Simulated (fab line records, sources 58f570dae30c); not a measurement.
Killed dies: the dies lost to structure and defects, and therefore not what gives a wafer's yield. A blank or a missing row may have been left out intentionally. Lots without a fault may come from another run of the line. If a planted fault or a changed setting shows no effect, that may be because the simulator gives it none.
What tool caused it? || flow berkeleyCmos170 || 42 wafers from 14 lots sampled at 4 of the route's 331 steps

WHAT THE GAUGES SHOWED, per wafer
UCB170_V1_OVL_MEAS_13.
{"lot": "L837", "measured": "day 8 10:46", "on": "overlay-02", "V1_OVL (nm)": "-7 -5 -4"}
{"lot": "L838", "measured": "day 8 23:55", "on": "overlay-01", "V1_OVL (nm)": "6 0 -4"}
{"lot": "L839", "measured": "day 8 22:33", "on": "overlay-02", "V1_OVL (nm)": "-4 -5 -9"}
{"lot": "L840", "measured": "day 9 09:44", "on": "overlay-02", "V1_OVL (nm)": "-3 5 0"}
{"lot": "L841", "measured": "day 9 10:59", "on": "overlay-02", "V1_OVL (nm)": "-5 -6 -7"}
{"lot": "L842", "measured": "day 9 07:02", "on": "overlay-02", "V1_OVL (nm)": "-1 -6 -2"}
{"lot": "L843", "measured": "day 10 07:56", "on": "overlay-01", "V1_OVL (nm)": "1 1 5"}
{"lot": "L851", "measured": "day 11 02:38", "on": "overlay-02", "V1_OVL (nm)": "5 2 9"}
{"lot": "L850", "measured": "day 11 09:09", "on": "overlay-01", "V1_OVL (nm)": "-3 -1 2"}
{"lot": "L852", "measured": "day 11 10:19", "on": "overlay-02", "V1_OVL (nm)": "0 -5 -2"}
{"lot": "L854", "measured": "day 12 04:38", "on": "overlay-01", "V1_OVL (nm)": "4 0 2"}
{"lot": "L855", "measured": "day 12 04:20", "on": "overlay-02", "V1_OVL (nm)": "-1 -2 3"}
{"lot": "L856", "measured": "day 12 10:56", "on": "overlay-02", "V1_OVL (nm)": "-2 0 -8"}
{"lot": "L858", "measured": "day 13 05:13", "on": "overlay-01", "V1_OVL (nm)": "-11 -12 -9"}

UCB170_M2_CD_MEAS_90: target cd 700 nm.
{"lot": "L837", "measured": "day 8 13:44", "on": "cdSem-02", "cdNm (nm)": "696 706 704"}
{"lot": "L838", "measured": "day 9 02:53", "on": "cdSem-01", "cdNm (nm)": "707 694 705"}
{"lot": "L839", "measured": "day 9 01:41", "on": "cdSem-02", "cdNm (nm)": "703 697 701"}
{"lot": "L840", "measured": "day 9 12:42", "on": "cdSem-01", "cdNm (nm)": "706 699 701"}
{"lot": "L841", "measured": "day 9 14:00", "on": "cdSem-01", "cdNm (nm)": "697 696 708"}
{"lot": "L842", "measured": "day 9 11:28", "on": "cdSem-01", "cdNm (nm)": "700 695 695"}
{"lot": "L843", "measured": "day 10 11:01", "on": "cdSem-02", "cdNm (nm)": "703 701 699"}
{"lot": "L851", "measured": "day 11 05:35", "on": "cdSem-02", "cdNm (nm)": "695 696 693"}
{"lot": "L850", "measured": "day 11 14:22", "on": "cdSem-01", "cdNm (nm)": "698 697 700"}
{"lot": "L852", "measured": "day 11 15:25", "on": "cdSem-02", "cdNm (nm)": "699 699 693"}
{"lot": "L854", "measured": "day 12 07:53", "on": "cdSem-02", "cdNm (nm)": "698 697 697"}
{"lot": "L855", "measured": "day 12 07:20", "on": "cdSem-01", "cdNm (nm)": "698 695 698"}
{"lot": "L856", "measured": "day 12 14:50", "on": "cdSem-02", "cdNm (nm)": "707 701 704"}
{"lot": "L858", "measured": "day 13 08:37", "on": "cdSem-02", "cdNm (nm)": "693 696 700"}

UCB170_M3_RS_MEAS_02: measures by four-point-probe.
{"lot": "L837", "measured": "day 8 16:40", "on": "filmMetro-04", "M3_AL_RS (ohm/sq)": "0.0322 0.0316 0.0318"}
{"lot": "L838", "measured": "day 9 07:19", "on": "filmMetro-04", "M3_AL_RS (ohm/sq)": "0.0322 0.0320 0.0324"}
{"lot": "L839", "measured": "day 9 04:17", "on": "filmMetro-04", "M3_AL_RS (ohm/sq)": "0.0326 0.0321 0.0323"}
{"lot": "L840", "measured": "day 9 15:14", "on": "filmMetro-04", "M3_AL_RS (ohm/sq)": "0.0327 0.0324 0.0324"}
{"lot": "L841", "measured": "day 9 17:13", "on": "filmMetro-04", "M3_AL_RS (ohm/sq)": "0.0326 0.0327 0.0325"}
{"lot": "L842", "measured": "day 9 14:09", "on": "filmMetro-03", "M3_AL_RS (ohm/sq)": "0.0315 0.0317 0.0318"}
{"lot": "L843", "measured": "day 10 14:09", "on": "filmMetro-03", "M3_AL_RS (ohm/sq)": "0.0321 0.0321 0.0321"}
{"lot": "L851", "measured": "day 11 08:44", "on": "filmMetro-03", "M3_AL_RS (ohm/sq)": "0.0327 0.0329 0.0327"}
{"lot": "L850", "measured": "day 11 17:39", "on": "filmMetro-04", "M3_AL_RS (ohm/sq)": "0.0321 0.0316 0.0319"}
{"lot": "L852", "measured": "day 11 18:23", "on": "filmMetro-03", "M3_AL_RS (ohm/sq)": "0.0326 0.0321 0.0327"}
{"lot": "L854", "measured": "day 12 10:35", "on": "filmMetro-04", "M3_AL_RS (ohm/sq)": "0.0324 0.0317 0.0324"}
{"lot": "L855", "measured": "day 12 10:16", "on": "filmMetro-02", "M3_AL_RS (ohm/sq)": "0.0326 0.0328 0.0319"}
{"lot": "L856", "measured": "day 12 17:25", "on": "filmMetro-02", "M3_AL_RS (ohm/sq)": "0.0315 0.0320 0.0320"}
{"lot": "L858", "measured": "day 13 11:24", "on": "filmMetro-02", "M3_AL_RS (ohm/sq)": "0.0318 0.0321 0.0320"}

TOOL THAT RAN EACH LOT (tool first, then ch and the chambers of the sampled wafers, then the start)
{"lot": "L837", "UCB170_ACTIVE_CVD_05": "lpcvd-01 ch 1, day 4 15:04"}
{"lot": "L838", "UCB170_ACTIVE_CVD_05": "lpcvd-01 ch 1, day 5 06:43"}
{"lot": "L839", "UCB170_ACTIVE_CVD_05": "lpcvd-01 ch 0, day 5 06:43"}
{"lot": "L840", "UCB170_ACTIVE_CVD_05": "lpcvd-01 ch 0, day 5 16:16"}
{"lot": "L841", "UCB170_ACTIVE_CVD_05": "lpcvd-01 ch 1, day 5 16:16"}
{"lot": "L842", "UCB170_ACTIVE_CVD_05": "lpcvd-01 ch 0, day 5 16:16"}
{"lot": "L843", "UCB170_ACTIVE_CVD_05": "lpcvd-01 ch 1, day 6 15:36"}
{"lot": "L851", "UCB170_ACTIVE_CVD_05": "lpcvd-02 ch 1, day 7 03:22"}
{"lot": "L850", "UCB170_ACTIVE_CVD_05": "lpcvd-01 ch 1, day 7 08:46"}
{"lot": "L852", "UCB170_ACTIVE_CVD_05": "lpcvd-01 ch 0, day 7 08:46"}
{"lot": "L854", "UCB170_ACTIVE_CVD_05": "lpcvd-02 ch 1, day 7 23:50"}
{"lot": "L855", "UCB170_ACTIVE_CVD_05": "lpcvd-02 ch 1, day 7 23:50"}
{"lot": "L856", "UCB170_ACTIVE_CVD_05": "lpcvd-02 ch 0, day 8 11:31"}
{"lot": "L858", "UCB170_ACTIVE_CVD_05": "lpcvd-02 ch 1, day 9 06:37"}
- UCB170_ACTIVE_CVD_05: deposits Si3N4 from SiH2Cl2/NH3, target thk 220 nm, time 3300 s.

AS READ BY THE TOOLS THEMSELVES (means over the sampled wafers that have a number; for cases with no such wafer, the mark the record gives instead)
UCB170_ACTIVE_CVD_05.
{"lot": "L837", "tool": "lpcvd-01", "sih2cl2FlowSccm (sccm)": 25.01}
{"lot": "L838", "tool": "lpcvd-01", "sih2cl2FlowSccm (sccm)": 24.96}
{"lot": "L839", "tool": "lpcvd-01", "sih2cl2FlowSccm (sccm)": 24.91}
{"lot": "L840", "tool": "lpcvd-01", "sih2cl2FlowSccm (sccm)": 24.97}
{"lot": "L841", "tool": "lpcvd-01", "sih2cl2FlowSccm (sccm)": 24.90}
{"lot": "L842", "tool": "lpcvd-01", "sih2cl2FlowSccm (sccm)": 24.96}
{"lot": "L843", "tool": "lpcvd-01", "sih2cl2FlowSccm (sccm)": 24.91}
{"lot": "L851", "tool": "lpcvd-02", "sih2cl2FlowSccm (sccm)": 24.97}
{"lot": "L850", "tool": "lpcvd-01", "sih2cl2FlowSccm (sccm)": 24.92}
{"lot": "L852", "tool": "lpcvd-01", "sih2cl2FlowSccm (sccm)": 24.95}
{"lot": "L854", "tool": "lpcvd-02", "sih2cl2FlowSccm (sccm)": 24.98}
{"lot": "L855", "tool": "lpcvd-02", "sih2cl2FlowSccm (sccm)": 25.07}
{"lot": "L856", "tool": "lpcvd-02", "sih2cl2FlowSccm (sccm)": 24.99}
{"lot": "L858", "tool": "lpcvd-02", "sih2cl2FlowSccm (sccm)": 24.89}

THE ANSWER, worked out from the rows above alone
Rule: what is usual is taken from the lots themselves. The widest of any qualifying gaps counts: lots, ordered by their means at a reading, are off when they make up no more than a third of the lots, leave a main group of 4 or more, and stand apart from it by 3 or more times the standard deviation of that group's means. Not used: any main group whose means are identical at the precision the tables above print for the reading. Also off: a lot with no number at a reading for which 4 or more lots have one. The other lots that the step has rows for count as sound. The gauges are gone through in route order, then the tools' own readings, and for those a lot's mean is taken as printed above. At the first step where some lot is off, the reading lying furthest off is the one used; lots without a number count as furthest.
None of the lots is off at any reading shown; this tells nothing.

WHAT HAD BEEN PUT IN BY THE SIMULATOR
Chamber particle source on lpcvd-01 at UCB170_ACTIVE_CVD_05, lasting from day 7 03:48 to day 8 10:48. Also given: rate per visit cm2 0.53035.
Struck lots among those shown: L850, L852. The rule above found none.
